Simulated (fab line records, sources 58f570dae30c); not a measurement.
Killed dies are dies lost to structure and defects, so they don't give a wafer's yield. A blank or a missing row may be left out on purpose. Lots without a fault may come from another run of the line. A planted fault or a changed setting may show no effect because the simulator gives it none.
Split-lot experiment | flow berkeley_cmos170 | 5 lots, 23 wafers read, on a route of 331 steps

THE SPLIT
At UCB170_NWELL_OXIDATION_01 (target thk 26.4 nm, ox time 1260 s), the setting temp_c was moved away from the recipe's 1000 C on 15 of the 23 wafers read, by -3.0% to -1.5%. The other wafers ran this setting at the recipe's value.

The file shows no step between the split and the reading.

THE READING
NWELL_OXIDE_THK, in nm, at UCB170_NWELL_THK_MEAS_02. Fault-free wafers of this fab line usually give 26.5 nm, standard deviation 0.49 nm.

wafer  | tool, chamber at the split | temp_c as run, C | against the recipe | NWELL_OXIDE_THK, nm | against lot-mates on the recipe
L077.1 | -, -                       | 985.4            | -1.5%              | 22.7                | no lot-mate on the recipe
L077.2 | -, -                       | 985.4            | -1.5%              | 22.4                | no lot-mate on the recipe
L077.3 | -, -                       | 985.4            | -1.5%              | 22.4                | no lot-mate on the recipe
L077.5 | -, -                       | 985.4            | -1.5%              | 22.5                | no lot-mate on the recipe
L077.6 | -, -                       | 985.4            | -1.5%              | 22.4                | no lot-mate on the recipe
L079.1 | -, -                       | 1000             | recipe             | 27.0                | -
L079.3 | -, -                       | 1000             | recipe             | 27.4                | -
L079.4 | -, -                       | 1000             | recipe             | 27.6                | -
L079.5 | -, -                       | 1000             | recipe             | 27.0                | -
L079.6 | -, -                       | 1000             | recipe             | 26.9                | -
L081.1 | -, -                       | 974              | -2.6%              | 19.6                | no lot-mate on the recipe
L081.2 | -, -                       | 974              | -2.6%              | 20.6                | no lot-mate on the recipe
L081.3 | -, -                       | 974              | -2.6%              | 19.7                | no lot-mate on the recipe
L081.4 | -, -                       | 974              | -2.6%              | 20.3                | no lot-mate on the recipe
L081.6 | -, -                       | 974              | -2.6%              | 19.8                | no lot-mate on the recipe
L082.1 | furnace-02, 0              | 1000             | recipe             | 25.9                | -
L082.3 | furnace-02, 0              | 1000             | recipe             | 26.4                | -
L082.6 | furnace-02, 0              | 1000             | recipe             | 26.3                | -
L084.2 | -, -                       | 970.4            | -3.0%              | 19.0                | no lot-mate on the recipe
L084.3 | -, -                       | 970.4            | -3.0%              | 19.2                | no lot-mate on the recipe
L084.4 | -, -                       | 970.4            | -3.0%              | 19.2                | no lot-mate on the recipe
L084.5 | -, -                       | 970.4            | -3.0%              | 19.4                | no lot-mate on the recipe
L084.6 | -, -                       | 970.4            | -3.0%              | 19.7                | no lot-mate on the recipe

THE FIT
A straight line over all 23 wafers: NWELL_OXIDE_THK changes by +2.57 nm for each +1% of temp_c; r = +0.99; the points scatter about the line by 0.48 nm.
Too few moved wafers have a lot-mate on the recipe to fit a line with each lot's own level taken away.

THE WHOLE CHAIN: every reading that the file lists as answering this split, in the file's order
step                      | what it does                       | reading                                                                            | change (the file's fit)              | r (the file's)
UCB170_NWELL_OXIDATION_01 | target thk 26.4 nm, ox time 1260 s | SiO2_of_NWELL_OXIDATION_01.thk_nm (the simulator's own value, which no gauge read) | +2.57 nm for each +1% of the setting | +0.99
UCB170_NWELL_THK_MEAS_02  |                                    | NWELL_OXIDE_THK                                                                    | +2.57 for each +1% of the setting    | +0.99

THE FILE'S OWN FIT
NWELL_OXIDE_THK changes by +2.57 nm for each +1% of temp_c, r = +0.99.
